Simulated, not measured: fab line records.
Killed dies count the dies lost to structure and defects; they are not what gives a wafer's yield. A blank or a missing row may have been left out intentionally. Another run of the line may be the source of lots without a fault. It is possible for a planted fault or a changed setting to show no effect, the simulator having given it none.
fab line records    flow berkeley_cmos170
[record] lots = 14  wafers = 42  last_day = 14
route steps=331 shown PWELL@40 ACTIVE@75
lots with no fault: from the same line, run without faults
start_h: hours from the record's opening day to when the first of the lot's shown wafers began    wait_h: hours since the lot's step before    " unchanged from the row above    L1.1+2: a row that stands for several wafers    - no value present, or no start provided    * or withheld: withheld    < > ~ a bound
route shown NAME@n: a module of which the file shows steps, and the number in the route of the first    usual: mean and standard deviation over wafers with no fault    same: alike in all rows    chamber/n: place in a boat    sites: readings site by site    _std_site: standard deviation across them    _edge_site: outer sites' mean less inner sites'    radius_mm: for every site, how far away it sits from the centre of the wafer    mask NAME#n: copy n    behind: the last tool/chamber to shape the wafer    hold: why the lot was held/for how many hours/how that ended    device: the transistor (n, p or np) that didn't switch    end of line: the route-end tests of the same wafers    where a step has no rows: the recipe by itself    killed: not the wafer's yield, but the dies lost to structure and defects at the first sort    map: per-die view of a wafer (x killed, . not killed, _ where there is no die)
set.NAME: the setting the step ran with; set.NAME@STEP: the setting that earlier step ran with    model.NAME: the simulator's own value behind a step, which no gauge read
the route's steps for a sample of lots (tables are steps, rows are wafers)
services: the hour from which a tool's chamber was out of use, counted from the record's first day as start_h (under 0 if before that day), plus the number of hours and why
[[steps]]
[step UCB170_PWELL_THK_MEAS_06]
[recipe] reads = Si3N4_of_PWELL_CVD_05
[usual] PWELL_NITRIDE_THK = 220.7/2
lot.wafer  tool           chamber  start_h  wait_h  PWELL_NITRIDE_THK[nm]
L657.1     film_metro-01  -        69.51    0.0     222.0
L657.3     "              -        "        "       222.1
L657.6     "              -        "        "       222.7
L656.3     film_metro-03  -        69.53    0.0     220.7
L656.5     "              -        "        "       222.4
L656.6     "              -        "        "       222.8
L658.1     film_metro-03  -        80.26    0.0     221.5
L658.2     "              -        "        "       223.1
L658.6     "              -        "        "       222.9
L659.1     film_metro-01  -        85.18    0.0     221.5
L659.2     "              -        "        "       219.5
L659.5     "              -        "        "       219.3
L660.1     film_metro-02  -        85.18    0.0     223.3
L660.2     "              -        "        "       222.6
L660.5     "              -        "        "       224.0
L661.2     film_metro-02  -        92.86    0.0     222.2
L661.4     "              -        "        "       218.7
L661.6     "              -        "        "       221.2
L663.1     film_metro-02  -        100.42   0.0     222.1
L663.4     "              -        "        "       219.1
L663.6     "              -        "        "       221.3
L667.1     film_metro-02  -        108.45   0.0     219.4
L667.2     "              -        "        "       219.9
L667.3     "              -        "        "       222.7
L668.1     film_metro-02  -        128.78   0.0     218.2
L668.4     "              -        "        "       218.6
L668.5     "              -        "        "       218.8
L669.2     film_metro-01  -        128.79   0.0     218.9
L669.4     "              -        "        "       217.4
L669.6     "              -        "        "       219.4
L674.1     film_metro-01  -        169.99   0.0     222.3
L674.4     "              -        "        "       218.8
L674.5     "              -        "        "       219.7
L675.3     film_metro-02  -        170.01   0.0     223.6
L675.5     "              -        "        "       222.5
L675.6     "              -        "        "       222.6
L677.1     film_metro-03  -        176.27   0.0     220.0
L677.4     "              -        "        "       220.2
L677.5     "              -        "        "       218.5
L676.1     film_metro-02  -        176.33   0.1     217.5
L676.4     "              -        "        "       218.0
L676.5     "              -        "        "       216.9
[step UCB170_PWELL_OVL_MEAS_13]
[usual] PWELL_OVL = -4/5.6
lot.wafer  tool        chamber  start_h  wait_h  PWELL_OVL[nm]
L656.3     overlay-02  -        70.70    -       6
L656.5     "           -        "        "       -5
L656.6     "           -        "        "       3
L657.1     overlay-01  -        71.25    -       1
L657.3     "           -        "        "       6
L657.6     "           -        "        "       5
L658.1     overlay-02  -        81.90    -       -2
L658.2     "           -        "        "       -2
L658.6     "           -        "        "       -8
L659.1     overlay-02  -        86.09    -       -11
L659.2     "           -        "        "       -8
L659.5     "           -        "        "       -10
L660.1     overlay-01  -        86.33    -       -13
L660.2     "           -        "        "       -6
L660.5     "           -        "        "       -12
L661.2     overlay-02  -        94.03    -       -7
L661.4     "           -        "        "       -7
L661.6     "           -        "        "       -9
L663.1     overlay-01  -        101.74   -       -10
L663.4     "           -        "        "       -4
L663.6     "           -        "        "       -6
L667.1     overlay-02  -        110.83   -       4
L667.2     "           -        "        "       -1
L667.3     "           -        "        "       9
L669.2     overlay-02  -        129.81   -       3
L669.4     "           -        "        "       1
L669.6     "           -        "        "       2
L668.1     overlay-01  -        130.43   -       -6
L668.4     "           -        "        "       -8
L668.5     "           -        "        "       -15
L674.1     overlay-02  -        171.32   -       -8
L674.4     "           -        "        "       -1
L674.5     "           -        "        "       -9
L675.3     overlay-02  -        171.61   -       -7
L675.5     "           -        "        "       -4
L675.6     "           -        "        "       4
L677.1     overlay-01  -        177.78   -       -4
L677.4     "           -        "        "       -5
L677.5     "           -        "        "       -4
L676.1     overlay-02  -        178.16   -       -5
L676.4     "           -        "        "       -1
L676.5     "           -        "        "       -4
[step UCB170_ACTIVE_ETCH_15]
[recipe] chemistry = CH3F/Ar/O2  target = Si3N4  stop_on = SiO2  CH3F_flow_sccm = 20  Ar_flow_sccm = 50  O2_flow_sccm = 7  pressure_mtorr = 50  rf_w = 450  target_depth_a = 2420  over_etch_frac = 0.09192  time_s = 151
[usual] drypump_motor_current_A = 5.7/0.36  oes_product_au = 0.943/0.015  rf_fwd_power_W = 448.4/1.3  throttle_valve_pct = 8.05/0.11
[same] time_s = 151
lot.wafer  tool         chamber  start_h  wait_h  drypump_motor_current_A  oes_product_au  rf_fwd_power_W  rf_hours_counter_h  throttle_valve_pct
L656.3     rie_diel-04  0        102.32   0.0     5.7                      0.916           448.6           7                   7.84
L656.5     "            3        "        "       5.7                      0.949           448.2           -                   8.08
L656.6     "            0        "        "       5.7                      0.919           450.0           -                   7.86
L657.1     rie_diel-03  3        113.34   0.0     5.7                      0.950           445.1           156                 8.16
L657.3     "            1        "        "       5.4                      0.952           448.9           72                  8.12
L657.6     "            0        "        "       6.1                      0.942           448.0           -                   8.07
L658.1     rie_diel-02  0        113.34   0.0     5.2                      0.935           447.1           129                 8.20
L658.2     "            3        "        "       6.1                      0.941           448.5           2                   8.00
L658.6     "            0        "        "       5.2                      0.936           448.6           -                   8.19
L660.1     rie_diel-04  1        121.64   0.0     5.8                      0.933           447.9           88                  8.06
L660.2     "            2        "        "       6.0                      0.934           447.2           109                 8.08
L660.5     "            1        "        "       5.9                      0.951           448.8           -                   8.08
L659.1     rie_diel-02  2        121.85   0.0     6.0                      0.912           449.0           1                   8.16
L659.2     "            1        "        "       5.3                      0.959           447.6           105                 8.05
L659.5     "            1        "        "       5.3                      0.961           447.3           -                   8.05
L661.2     rie_diel-03  3        128.25   0.0     5.7                      0.946           447.6           157                 8.17
L661.4     "            0        "        "       6.0                      0.938           450.3           18                  8.07
L661.6     "            2        "        "       4.8                      0.917           449.4           -                   7.86
L663.1     rie_diel-04  1        139.15   0.0     5.9                      0.958           447.6           89                  8.08
L663.4     "            0        "        "       5.7                      0.924           447.6           8                   7.87
L663.6     "            2        "        "       6.0                      0.946           447.5           -                   8.10
L667.1     rie_diel-02  1        145.72   0.0     5.3                      0.970           447.8           107                 8.05
L667.2     "            3        "        "       6.1                      0.965           448.9           3                   8.00
L667.3     "            0        "        "       5.2                      0.954           448.0           131                 8.19
L669.2     rie_diel-02  3        170.69   0.0     6.1                      0.948           375.7           4                   8.00
L669.4     "            0        "        "       5.2                      0.941           376.5           133                 8.19
L669.6     "            2        "        "       5.9                      0.915           377.7           -                   8.17
L668.1     rie_diel-02  1        171.41   0.0     5.3                      0.953           373.7           108                 8.04
L668.4     "            0        "        "       5.2                      0.927           375.5           133                 8.18
L668.5     "            0        "        "       5.2                      0.930           375.8           -                   8.19
L674.1     rie_diel-04  3        204.76   0.0     5.7                      0.947           443.5           85                  8.07
L674.4     "            0        "        "       5.7                      0.904           450.3           11                  7.87
L674.5     "            0        "        "       5.7                      0.917           450.2           -                   7.83
L675.3     rie_diel-03  3        205.01   0.0     5.7                      0.934           447.1           1                   8.17
L675.5     "            1        "        "       5.4                      0.944           447.6           -                   8.11
L675.6     "            2        "        "       4.8                      0.929           448.0           -                   7.86
L677.1     rie_diel-04  0        214.90   0.0     5.7                      0.903           445.9           11                  7.86
L677.4     "            3        "        "       5.7                      0.929           447.9           86                  8.09
L677.5     "            0        "        "       5.7                      0.901           448.0           -                   7.85
L676.1     rie_diel-03  1        215.02   0.0     5.4                      0.949           451.0           79                  8.13
L676.4     "            2        "        "       4.8                      0.925           448.4           4                   7.86
L676.5     "            3        "        "       5.7                      0.941           448.4           -                   8.21
[step UCB170_ACTIVE_STRIP_16]
[recipe] chemistry = O2  power_w = 400  pressure_mtorr = 3500  platen_temp_c = withheld  o2_flow_sccm = 400  overash_fraction = 0.5
[usual] drypump_motor_current_A = 5.7/0.73  o2_flow_sccm = 399.9/1.3  oes_product_au = 0.721/0.0046  strip_time_to_endpoint_s = 18.08/0.12
lot.wafer  tool             chamber  start_h  wait_h  drypump_motor_current_A  o2_flow_sccm  oes_product_au  rf_hours_counter_h  strip_time_to_endpoint_s
L656.3     plasma_asher-03  1        102.46   0.1     6.5                      399.6         0.723           -                   18.00
L656.5     "                0        "        "       5.0                      399.7         0.725           -                   18.18
L656.6     "                1        "        "       6.6                      399.8         0.717           -                   17.95
L657.1     plasma_asher-03  0        113.44   0.1     4.9                      400.6         0.720           37                  17.97
L657.3     "                1        "        "       6.5                      398.4         0.723           -                   18.06
L657.6     "                1        "        "       6.5                      400.2         0.714           -                   18.13
L658.1     plasma_asher-01  0        113.44   0.1     4.9                      399.1         0.718           37                  18.30
L658.2     "                1        "        "       6.2                      401.1         0.719           37                  18.22
L658.6     "                0        "        "       4.9                      398.0         0.726           -                   18.21
L660.1     plasma_asher-03  1        121.74   0.1     6.5                      399.3         0.723           39                  18.17
L660.2     "                0        "        "       5.0                      400.0         0.720           39                  17.89
L660.5     "                1        "        "       6.5                      400.6         0.718           -                   18.13
L659.1     plasma_asher-01  0        121.95   0.1     4.8                      399.0         0.723           38                  18.17
L659.2     "                1        "        "       6.2                      400.2         0.725           38                  18.26
L659.5     "                0        "        "       4.9                      400.3         0.724           -                   18.37
L661.2     plasma_asher-03  0        128.35   0.1     5.0                      400.1         0.722           40                  17.82
L661.4     "                0        "        "       4.9                      401.8         0.727           -                   17.99
L661.6     "                1        "        "       6.5                      398.7         0.727           -                   17.89
L663.1     plasma_asher-02  0        139.25   0.1     6.6                      397.3         0.717           1                   18.06
L663.4     "                0        "        "       6.5                      397.0         0.719           -                   17.87
L663.6     "                1        "        "       5.5                      399.9         0.717           -                   17.86
L667.1     plasma_asher-03  1        145.82   0.1     6.6                      402.3         0.719           42                  18.21
L667.2     "                0        "        "       5.0                      402.7         0.722           42                  18.09
L667.3     "                1        "        "       6.6                      401.0         0.720           -                   18.14
L669.2     plasma_asher-02  1        170.79   0.1     5.5                      400.1         0.724           4                   18.34
L669.4     "                0        "        "       6.6                      398.2         0.724           -                   18.47
L669.6     "                0        "        "       6.5                      399.1         0.722           -                   18.34
L668.1     plasma_asher-03  1        171.51   0.1     6.5                      399.4         0.732           44                  18.55
L668.4     "                1        "        "       6.5                      398.5         0.717           -                   18.57
L668.5     "                1        "        "       6.5                      399.4         0.725           -                   18.54
L674.1     plasma_asher-01  1        204.86   0.1     6.2                      400.7         0.722           48                  18.06
L674.4     "                1        "        "       6.2                      399.7         0.720           -                   18.00
L674.5     "                1        "        "       6.2                      400.1         0.714           -                   18.05
L675.3     plasma_asher-02  0        205.14   0.1     6.6                      398.6         0.716           -                   18.12
L675.5     "                0        "        "       6.5                      399.0         0.721           -                   18.22
L675.6     "                1        "        "       5.5                      398.4         0.721           -                   17.98
L677.1     plasma_asher-02  0        215.00   0.1     6.5                      399.0         0.723           9                   18.06
L677.4     "                0        "        "       6.5                      401.6         0.732           -                   18.23
L677.5     "                1        "        "       5.5                      399.5         0.716           -                   18.12
L676.1     plasma_asher-01  0        215.12   0.1     4.8                      400.3         0.727           49                  18.18
L676.4     "                0        "        "       4.8                      399.5         0.722           -                   18.09
L676.5     "                0        "        "       4.8                      399.7         0.713           -                   18.11
[step UCB170_ACTIVE_CD_MEAS_90]
[recipe] target_cd_nm = 1200
[usual] cd_nm = 1199.5/1.2
lot.wafer  tool       chamber  start_h  wait_h  cd_nm
L656.3     cd_sem-01  -        102.56   0.1     1202.0
L656.5     "          -        "        "       1201.8
L656.6     "          -        "        "       1201.9
L657.1     cd_sem-02  -        113.54   0.1     1200.7
L657.3     "          -        "        "       1200.2
L657.6     "          -        "        "       1199.8
L658.1     cd_sem-01  -        113.54   0.1     1201.7
L658.2     "          -        "        "       1200.8
L658.6     "          -        "        "       1200.5
L660.1     cd_sem-02  -        121.84   0.1     1201.2
L660.2     "          -        "        "       1198.9
L660.5     "          -        "        "       1198.9
L659.1     cd_sem-02  -        122.05   0.1     1199.8
L659.2     "          -        "        "       1201.4
L659.5     "          -        "        "       1200.2
L661.2     cd_sem-01  -        128.48   0.1     1198.5
L661.4     "          -        "        "       1199.1
L661.6     "          -        "        "       1197.8
L663.1     cd_sem-01  -        139.35   0.1     1201.2
L663.4     "          -        "        "       1200.1
L663.6     "          -        "        "       1200.3
L667.1     cd_sem-02  -        145.92   0.1     1199.2
L667.2     "          -        "        "       1199.8
L667.3     "          -        "        "       1199.0
L669.2     cd_sem-01  -        170.91   0.1     1199.3
L669.4     "          -        "        "       1200.2
L669.6     "          -        "        "       1200.0
L668.1     cd_sem-02  -        171.61   0.1     1199.1
L668.4     "          -        "        "       1199.2
L668.5     "          -        "        "       1199.9
L674.1     cd_sem-02  -        204.96   0.1     1200.4
L674.4     "          -        "        "       1198.9
L674.5     "          -        "        "       1201.0
L675.3     cd_sem-01  -        205.25   0.1     1200.5
L675.5     "          -        "        "       1200.9
L675.6     "          -        "        "       1199.1
L677.1     cd_sem-02  -        215.10   0.1     1199.9
L677.4     "          -        "        "       1200.5
L677.5     "          -        "        "       1201.4
L676.1     cd_sem-01  -        215.22   0.1     1198.1
L676.4     "          -        "        "       1198.1
L676.5     "          -        "        "       1197.5
[[services]]
tool             chamber  start_h  hours  kind
rie_diel-02      2        86.35    -      clean
rie_diel-02      2        86.35    14.8   scheduled_down
rie_diel-02      2        86.35    14.8   vent_cycle
rie_diel-03      1        86.44    15.1   repair
plasma_asher-02  -        101.13   2.1    repair
plasma_asher-03  -        101.27   0.5    repair
plasma_asher-02  -        108.75   9.0    pm
plasma_asher-02  0        108.75   9.0    vent_cycle
plasma_asher-02  1        108.75   9.0    vent_cycle
plasma_asher-02  0        117.75   -      clean
plasma_asher-02  1        117.75   -      clean
plasma_asher-02  -        120.66   14.6   pm
rie_diel-03      2        135.03   4.1    repair
rie_diel-02      3        135.07   9.6    repair
rie_diel-03      2        140.04   -      clean
rie_diel-03      2        140.04   14.2   scheduled_down
rie_diel-03      2        140.04   14.2   vent_cycle
rie_diel-04      1        143.07   13.3   repair
rie_diel-02      2        144.22   18.8   repair
rie_diel-03      3        154.25   -      clean
rie_diel-03      3        154.25   24.8   scheduled_down
rie_diel-03      3        154.25   24.8   vent_cycle
rie_diel-02      3        196.48   14.0   repair
rie_diel-04      2        205.14   7.6    repair
[[key]]
[first_sign] step = UCB170_ACTIVE_ETCH_15  reading = rf_fwd_power_W  direction = down  sigmas = 54  usual = 448.4  struck = 375.8
[effect] step = UCB170_ACTIVE_STRIP_16  reading = strip_time_to_endpoint_s  direction = up  sigmas = 3.1  usual = *  struck = *
met_at UCB170_ACTIVE_ETCH_15
struck_lots L668,L669
later_rows_left_out L669.2,L669.4
sort_left_out L668.1,L668.4,L668.5,L669.2,L669.4,L669.6
tester_left_out L668,L669
not_acting_at UCB170_PWELL_THK_MEAS_06,UCB170_PWELL_OVL_MEAS_13,UCB170_ACTIVE_CD_MEAS_90
onset_between 145.72 170.69
[fault] kind = process_parameter_drift  tool = rie_diel-02  chamber = -  onset_h = 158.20  steps = UCB170_ACTIVE_ETCH_15  channel = rf_w  offset = -72  shape = step  end_h = 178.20  acts_in = these_recipes_only  stated = 450
// tester_left_out: of these lots the tester's yield and bins aren't shown, on N5 and GAA mostly nor the transistor test; their killed dies are dies lost to structure and defects alone, not to doping, threshold or leakage, so they don't give the yield
// sort_left_out: the simulated sort isn't trusted on such a fault, so these wafers' sort isn't shown, and their yield isn't known
// later_rows_left_out: the simulator's readings of these wafers behind a module that went badly wrong aren't trusted and aren't shown, but for the sort
